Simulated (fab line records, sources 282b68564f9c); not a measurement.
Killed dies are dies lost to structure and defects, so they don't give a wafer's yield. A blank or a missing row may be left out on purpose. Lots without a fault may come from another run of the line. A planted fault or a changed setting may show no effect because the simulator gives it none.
fab line records | flow rit_cmos
record lots=5 wafers=15 last_day=7
route steps=202 shown PLDD@122 SPACER@125 NSD@131 PSD@142 SDANNEAL@153 M1@202
lots that met no fault: from a run of the same line without faults
start_h: hours from the record's first day to the start of the lot's first wafer shown | wait_h: hours since the lot's step before | " the same as in the row above | L1.1+2: a row that stands for several wafers | - no value, or no start given | * or withheld: withheld | < > ~ a bound
route shown NAME@n: a module of which the file shows steps, and the number in the route of the first | usual: mean/standard deviation of fault-free wafers | same: alike in all rows | chamber/n: place in a boat | sites: the reading at each site | _std_site: their standard deviation | _edge_site: outer sites' mean less inner sites' | radius_mm: how far each site lies from the wafer's centre | mask NAME#n: copy n | behind: the tool/chamber that last shaped the wafer | hold: why the lot was held/for how many hours/how that ended | device: the transistor (n, p or np) that didn't switch | end of line: the same wafers' tests at the end of the route | a step without rows: its recipe alone | killed: dies lost to structure and defects at the first sort, not the wafer's yield | map: a wafer's dies, x killed, . not, _ none there
set.NAME: the setting as run; set.NAME@STEP: as run at that earlier step | model.NAME: the simulator's own value behind a step, which no gauge read
lots at some steps of the route; a table a step, a row a wafer
services: from which hour (start_h, from the record's first day; less than 0 if before it) a tool's chamber was out of use, for how many hours, and why
## steps
# step RIT_PLDD_IMPLANT_08
# recipe species=BF2 energy_kev=20 dose_cm2=9e+14 tilt_deg=7
# step RIT_PLDD_STRIP_09
# recipe chemistry=O2 time_s=180 resist=NOVOLAK platen_temp_c=withheld power_w=500 pressure_mtorr=4000 o2_flow_sccm=4000
# usual drypump_motor_current_A=5.65/0.29
# columns lot.wafer tool chamber start_h wait_h drypump_motor_current_A rf_hours_counter_h
L374.2 plasma_asher-01 0 73.96 0.1 6.01 41
L374.3 " 1 " " 5.56 -
L374.4 " 0 " " 6.03 -
L375.3 plasma_asher-03 0 80.65 0.1 6.01 -
L375.5 " 0 " " 5.99 -
L375.6 " 1 " " 5.32 -
L380.2 plasma_asher-04 0 100.51 0.1 5.42 44
L380.4 " 1 " " 5.67 -
L380.5 " 1 " " 5.64 -
L385.2 plasma_asher-03 0 122.16 0.1 6.01 34
L385.5 " 0 " " 6.02 -
L385.6 " 1 " " 5.31 -
L390.3 plasma_asher-04 0 151.04 0.1 5.40 -
L390.4 " 1 " " 5.65 -
L390.5 " 0 " " 5.43 -
# step RIT_PLDD_TW_MEAS_10
# usual PLDD_TW=2348/21
# columns lot.wafer tool chamber start_h wait_h PLDD_TW
L374.2 film_metro-02 - 74.14 0.1 2332
L374.3 " - " " 2331
L374.4 " - " " 2335
L375.3 film_metro-01 - 80.79 0.1 2376
L375.5 " - " " 2377
L375.6 " - " " 2374
L380.2 film_metro-01 - 100.69 0.1 2377
L380.4 " - " " 2379
L380.5 " - " " 2369
L385.2 film_metro-02 - 122.35 0.1 2310
L385.5 " - " " 2323
L385.6 " - " " 2323
L390.3 film_metro-02 - 151.17 0.1 2330
L390.4 " - " " 2337
L390.5 " - " " 2334
# step RIT_SPACER_CLEAN_00
# recipe chemistry=SC1 mix=3:3:50 time_s=600 temp_c=75
# step RIT_SPACER_CLEAN_01
# recipe chemistry=dHF dilution=50:1 time_s=30
# step RIT_SPACER_CLEAN_02
# recipe chemistry=SC2 mix=3:3:50 time_s=600 temp_c=75 dry=n2_spin
# step RIT_SPACER_CVD_03
# recipe material=Si3N4 target_thk_nm=250 temp_c=810 precursor=SiH2Cl2/NH3 time_s=3300 pressure_mtorr=300 sih2cl2_flow_sccm=60 nh3_flow_sccm=150
# step RIT_SPACER_THK_MEAS_04
# recipe reads=Si3N4_of_SPACER_CVD_03
# usual SPACER_NITRIDE_THK=250.5/2.5
# columns lot.wafer tool chamber start_h wait_h SPACER_NITRIDE_THK[nm]
L374.2 film_metro-01 - 77.46 0.0 249.4
L374.3 " - " " 250.3
L374.4 " - " " 250.5
L375.3 film_metro-03 - 83.13 0.0 245.8
L375.5 " - " " 248.5
L375.6 " - " " 245.2
L380.2 film_metro-03 - 103.05 0.0 254.8
L380.4 " - " " 255.1
L380.5 " - " " 253.7
L385.2 film_metro-03 - 125.53 0.0 252.4
L385.5 " - " " 252.4
L385.6 " - " " 252.7
L390.3 film_metro-03 - 153.87 0.0 252.5
L390.4 " - " " 249.9
L390.5 " - " " 252.0
# step RIT_SPACER_ETCHBACK_05
# recipe target_depth_a=2500 SF6_flow_sccm=30 CHF3_flow_sccm=30 target=Si3N4 chemistry=SF6/CHF3 pressure_mtorr=40 rf_w=250 time_s=240 stop_on=SiO2
# usual CHF3_flow_sccm=30.01/0.094 drypump_motor_current_A=6.0/0.49 oes_product_au=0.842/0.011 throttle_valve_pct=10.31/0.17
# columns lot.wafer tool chamber start_h wait_h CHF3_flow_sccm drypump_motor_current_A oes_product_au rf_hours_counter_h throttle_valve_pct
L374.2 rie_diel-03 1 77.51 0.0 30.16 6.2 0.847 52 10.34
L374.3 " 2 " " 29.99 5.4 0.830 3 10.63
L374.4 " 3 " " 29.98 6.5 0.848 110 10.36
L375.3 rie_diel-01 3 83.17 0.0 29.93 5.4 0.815 2 10.14
L375.5 " 3 " " 29.92 5.4 0.824 - 10.16
L375.6 " 2 " " 29.90 5.7 0.838 - 10.14
L380.2 rie_diel-03 1 103.10 0.0 29.98 6.2 0.853 52 10.33
L380.4 " 1 " " 30.03 6.2 0.866 - 10.35
L380.5 " 0 " " 30.07 6.5 0.841 - 10.46
L385.2 rie_diel-01 1 125.58 0.0 30.04 6.4 0.852 153 10.14
L385.5 " 0 " " 30.01 5.4 0.840 - 10.13
L385.6 " 3 " " 30.02 5.5 0.834 - 10.16
L390.3 rie_diel-03 1 153.91 0.0 30.06 6.2 0.847 53 10.35
L390.4 " 3 " " 30.04 6.4 0.843 112 10.36
L390.5 " 3 " " 30.01 6.4 0.854 - 10.37
# step RIT_NSD_HMDS_00
# recipe prime_time_s=60 prime_temp_c=140
# step RIT_NSD_COAT_01
# recipe resist=NOVOLAK spin_rpm=3250 resist_thk_nm=1000
# step RIT_NSD_SOFTBAKE_02
# recipe resist=NOVOLAK temp_c=90 time_s=60
# step RIT_NSD_EXPOSE_03
# recipe mask_id=M9 na=0.57 target_cd_nm=40700 dose_mj=250
# columns lot.wafer tool chamber start_h wait_h mask
L374.2+3+4 iline_stepper-02 0 78.45 0.4 M9#0
L375.3+5+6 iline_stepper-01 0 84.04 0.2 M10#0
L380.2+4+5 iline_stepper-01 0 103.85 0.2 M9#0
L385.2+5+6 iline_stepper-01 0 126.20 0.1 M9#0
L390.3+4+5 iline_stepper-01 0 154.55 0.1 M9#0
# step RIT_NSD_PEB_04
# recipe resist=NOVOLAK temp_c=withheld time_s=withheld
# step RIT_NSD_DEVELOP_05
# recipe resist=NOVOLAK develop_time_s=50 dev_temp_c=23
# step RIT_NSD_OVL_MEAS_06
# usual NSD_OVL=-0.5/1.5
# columns lot.wafer tool chamber start_h wait_h NSD_OVL[nm]
L374.2 overlay-02 - 78.83 - -1.8
L374.3 " - " " -1.6
L374.4 " - " " -3.6
L375.3 overlay-01 - 84.41 - -
L375.5 " - " " -
L375.6 " - " " -
L380.2 overlay-02 - 104.23 - -2.1
L380.4 " - " " -1.0
L380.5 " - " " 0.2
L385.2 overlay-02 - 126.59 - 3.2
L385.5 " - " " 1.7
L385.6 " - " " 1.0
L390.3 overlay-02 - 154.92 - -0.9
L390.4 " - " " -0.3
L390.5 " - " " -0.6
# step RIT_NSD_HARDBAKE_07
# recipe resist=NOVOLAK temp_c=140 time_s=60
# step RIT_NSD_IMPLANT_08
# recipe species=P energy_kev=25 dose_cm2=1e+15 tilt_deg=7
# step RIT_NSD_STRIP_09
# recipe chemistry=O2 time_s=180 resist=NOVOLAK platen_temp_c=withheld power_w=500 pressure_mtorr=4000 o2_flow_sccm=4000
# usual drypump_motor_current_A=5.80/0.26
# columns lot.wafer tool chamber start_h wait_h drypump_motor_current_A rf_hours_counter_h
L374.2 plasma_asher-01 1 79.16 0.1 5.55 42
L374.3 " 0 " " 6.02 -
L374.4 " 1 " " 5.56 -
L375.3 plasma_asher-04 0 84.81 0.1 5.42 -
L375.5 " 1 " " 5.64 -
L375.6 " 0 " " 5.42 -
L380.2 plasma_asher-02 0 104.56 0.1 6.11 47
L380.4 " 1 " " 5.91 -
L380.5 " 1 " " 5.91 -
L385.2 plasma_asher-01 1 126.92 0.1 5.55 1
L385.5 " 1 " " 5.53 -
L385.6 " 0 " " 6.00 -
L390.3 plasma_asher-02 1 155.30 0.1 5.91 -
L390.4 " 0 " " 6.17 -
L390.5 " 1 " " 5.92 -
# step RIT_NSD_TW_MEAS_10
# usual NSD_TW=3109/31
# columns lot.wafer tool chamber start_h wait_h NSD_TW
L374.2 film_metro-03 - 79.35 0.1 3064
L374.3 " - " " 3067
L374.4 " - " " 3077
L375.3 film_metro-01 - 84.95 0.1 30
L375.5 " - " " 30
L375.6 " - " " 30
L380.2 film_metro-02 - 104.75 0.1 3111
L380.4 " - " " 3091
L380.5 " - " " 3100
L385.2 film_metro-02 - 127.10 0.1 3087
L385.5 " - " " 3070
L385.6 " - " " 3068
L390.3 film_metro-01 - 155.44 0.1 3144
L390.4 " - " " 3166
L390.5 " - " " 3143
# step RIT_PSD_HMDS_00
# recipe prime_time_s=60 prime_temp_c=140
# step RIT_PSD_COAT_01
# recipe resist=NOVOLAK spin_rpm=3250 resist_thk_nm=1000
# step RIT_PSD_SOFTBAKE_02
# recipe resist=NOVOLAK temp_c=90 time_s=60
# step RIT_PSD_EXPOSE_03
# recipe mask_id=M10 na=0.57 target_cd_nm=40900 dose_mj=250
# step RIT_PSD_PEB_04
# recipe resist=NOVOLAK temp_c=withheld time_s=withheld
# step RIT_PSD_DEVELOP_05
# recipe resist=NOVOLAK develop_time_s=50 dev_temp_c=23
# step RIT_PSD_OVL_MEAS_06
# usual PSD_OVL=-0.6/1.2
# columns lot.wafer tool chamber start_h wait_h PSD_OVL[nm]
L374.2 overlay-01 - 80.49 - -2.8
L374.3 " - " " -2.0
L374.4 " - " " -1.7
L375.3 overlay-02 - 86.20 - 0.2
L375.5 " - " " 0.5
L375.6 " - " " -0.7
L380.2 overlay-01 - 105.78 - -1.6
L380.4 " - " " -1.2
L380.5 " - " " -0.3
L385.2 overlay-02 - 128.13 - 0.6
L385.5 " - " " 1.7
L385.6 " - " " 1.8
L390.3 overlay-01 - 156.34 - 1.3
L390.4 " - " " 0.9
L390.5 " - " " -0.2
# step RIT_PSD_HARDBAKE_07
# recipe resist=NOVOLAK temp_c=140 time_s=60
# step RIT_PSD_IMPLANT_08
# recipe species=BF2 energy_kev=27 dose_cm2=5e+15 tilt_deg=7
# step RIT_PSD_STRIP_09
# recipe chemistry=O2 time_s=180 resist=NOVOLAK platen_temp_c=withheld power_w=500 pressure_mtorr=4000 o2_flow_sccm=4000
# usual drypump_motor_current_A=5.87/0.27
# columns lot.wafer tool chamber start_h wait_h drypump_motor_current_A rf_hours_counter_h
L374.2 plasma_asher-02 1 80.82 0.1 5.91 44
L374.3 " 0 " " 6.14 -
L374.4 " 1 " " 5.90 -
L375.3 plasma_asher-02 0 86.68 0.2 6.12 -
L375.5 " 1 " " 5.90 -
L375.6 " 0 " " 6.11 -
L380.2 plasma_asher-01 1 106.19 0.1 5.58 45
L380.4 " 1 " " 5.58 -
L380.5 " 1 " " 5.56 -
L385.2 plasma_asher-01 0 128.46 0.1 6.03 1
L385.5 " 1 " " 5.57 -
L385.6 " 0 " " 6.03 -
L390.3 plasma_asher-01 1 156.72 0.1 5.54 -
L390.4 " 0 " " 6.03 -
L390.5 " 0 " " 6.04 -
# step RIT_PSD_TW_MEAS_10
# usual PSD_TW=3413/33
# columns lot.wafer tool chamber start_h wait_h PSD_TW
L374.2 film_metro-03 - 81.01 0.1 3367
L374.3 " - " " 3392
L374.4 " - " " 3376
L375.3 film_metro-01 - 86.81 0.1 3668
L375.5 " - " " 3674
L375.6 " - " " 3665
L380.2 film_metro-03 - 106.38 0.1 3386
L380.4 " - " " 3386
L380.5 " - " " 3358
L385.2 film_metro-01 - 128.65 0.1 3478
L385.5 " - " " 3481
L385.6 " - " " 3470
L390.3 film_metro-03 - 156.86 0.1 3399
L390.4 " - " " 3410
L390.5 " - " " 3398
# step RIT_SDANNEAL_CLEAN_00
# recipe chemistry=SC1 mix=3:3:50 time_s=600 temp_c=75
# step RIT_M1_PROBE_99
# usual killed_at_contacts=0.1/0.32 killed_at_front_end=6/3.1 killed_dies=7/3.2 killed_on_rim=1.7/1.4 killed_open=3.1/1.9 killed_short=3.5/2.2
# same gross_dies=264 killed_at_M0_to_M3=0 killed_at_M4_up=0 killed_at_back_side=0 killed_at_other=0
# columns lot.wafer tool chamber start_h wait_h killed_at_contacts killed_at_front_end killed_dies killed_on_rim killed_open killed_short
L375.3 prober-01 - 94.66 0.2 0 264 264 70 2 10
L375.5 prober-01 - 94.76 0.2 1 263 264 70 2 4
L375.6 prober-01 - 94.81 0.2 0 264 264 70 2 5
L390.3 prober-02 - 164.92 0.2 1 8 9 2 4 5
L390.4 prober-02 - 164.97 0.2 1 9 10 4 3 7
L390.5 prober-02 - 165.02 0.2 0 5 5 2 2 3
# killed by level:class
L375.3 NSD:area_expose=252 REOX:geometric_particle:short=6 SPACER:geometric_particle:short=2 FOX2:geometric_particle:short=1 GATE:geometric_particle:short=1 GATE:geometric_particle:open=1 REOX:geometric_particle:open=1
L375.5 NSD:area_expose=258 SILICIDE:geometric_particle:short=2 GATE:geometric_particle:open=1 GATE:geometric_particle:short=1 SPACER:geometric_particle:open=1 CONTACT:geometric_particle:short=1
L375.6 NSD:area_expose=257 GATE:geometric_particle:short=2 REOX:geometric_particle:short=2 FOX2:geometric_particle:short=1 GATE:geometric_particle:open=1 REOX:geometric_particle:open=1
L390.3 GATE:geometric_particle:short=4 FOX1:geometric_particle:open=1 GATE:geometric_particle:open=1 SPACER:geometric_particle:open=1 SPACER:geometric_particle:short=1 CONTACT:geometric_particle:open=1
L390.4 FOX1:geometric_particle:short=2 FOX2:geometric_particle:short=2 GATE:geometric_particle:short=2 GATE:geometric_particle:open=2 SPACER:geometric_particle:open=1 CONTACT:geometric_particle:short=1
L390.5 GATE:geometric_particle:short=3 GATE:geometric_particle:open=1 SPACER:geometric_particle:open=1
# map L375.3 (x killed, . not)
________xxxxxxx_______
_____xxxxxxxxxxxxx____
____xxxxxxxxxxxxxxx___
___xxxxxxxxxxxxxxxxx__
__xxxxxxxxxxxxxxxxxxx_
__xxxxxxxxxxxxxxxxxxx_
_xxxxxxxxxxxxxxxxxxxxx
_xxxxxxxxxxxxxxxxxxxxx
_xxxxxxxxxxxxxxxxxxxxx
_xxxxxxxxxxxxxxxxxxxxx
__xxxxxxxxxxxxxxxxxxx_
__xxxxxxxxxxxxxxxxxxx_
___xxxxxxxxxxxxxxxxx__
____xxxxxxxxxxxxxxx___
_____xxxxxxxxxxxxx____
________xxxxxxx_______
# map L390.4 (x killed, . not)
________......._______
_____.............____
____.x.............___
___.................__
__..................._
__..................._
_.....................
_.....................
_.....................
_.............x.......
__..............x..x._
__...x.........x....._
___.......x.........__
____...............___
_____x..........x.____
________...x..._______
## services
# columns tool chamber start_h hours kind
rie_diel-01 0 58.46 7.9 repair
iline_stepper-01 - 77.36 6.5 repair
rie_diel-01 0 80.34 5.4 repair
plasma_asher-04 - 85.90 2.0 repair
plasma_asher-04 - 89.52 2.1 repair
iline_stepper-01 0 99.70 - calibration
rie_diel-03 3 101.35 5.6 repair
rie_diel-03 0 104.54 33.8 repair
iline_stepper-01 - 107.67 1.7 pm
rie_diel-01 0 108.62 3.2 repair
plasma_asher-01 - 108.75 9.0 pm
plasma_asher-01 0 108.75 9.0 vent_cycle
plasma_asher-01 1 108.75 9.0 vent_cycle
rie_diel-01 2 111.84 - clean
rie_diel-01 2 111.84 20.7 scheduled_down
plasma_asher-01 0 117.75 - clean
plasma_asher-01 1 117.75 - clean
rie_diel-03 1 125.62 6.0 repair
rie_diel-03 - 131.92 1.6 repair
rie_diel-01 - 134.00 0.2 repair
rie_diel-03 1 135.44 12.9 repair
rie_diel-01 2 136.38 7.9 repair
rie_diel-03 - 142.66 0.8 repair
iline_stepper-02 - 147.81 1.7 pm
## key
first_sign step=RIT_NSD_EXPOSE_03 reading=mask direction=changed
effect step=RIT_NSD_OVL_MEAS_06 reading=NSD_OVL direction=missing
effect step=RIT_NSD_TW_MEAS_10 reading=NSD_TW direction=down sigmas=99 usual=3109 struck=30
effect step=RIT_PSD_TW_MEAS_10 reading=PSD_TW direction=up sigmas=7.7 usual=3413 struck=3669
effect step=RIT_M1_PROBE_99 reading=killed_at_front_end direction=up sigmas=82 usual=6 struck=264
more_kills_born_at RIT_NSD_EXPOSE_03@iline_stepper-01=767
met_at RIT_NSD_EXPOSE_03
struck_wafers L375.3,L375.5,L375.6
tester_left_out L375
fault kind=wrong_mask tool=any chamber=- onset_h=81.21 steps=RIT_NSD_EXPOSE_03 aux_copy=M10#0 scope=struck_lots_only
# tester_left_out: of these lots the tester's yield and bins aren't shown, on N5 and GAA mostly nor the transistor test; their killed dies are dies lost to structure and defects alone, not to doping, threshold or leakage, so they don't give the yield
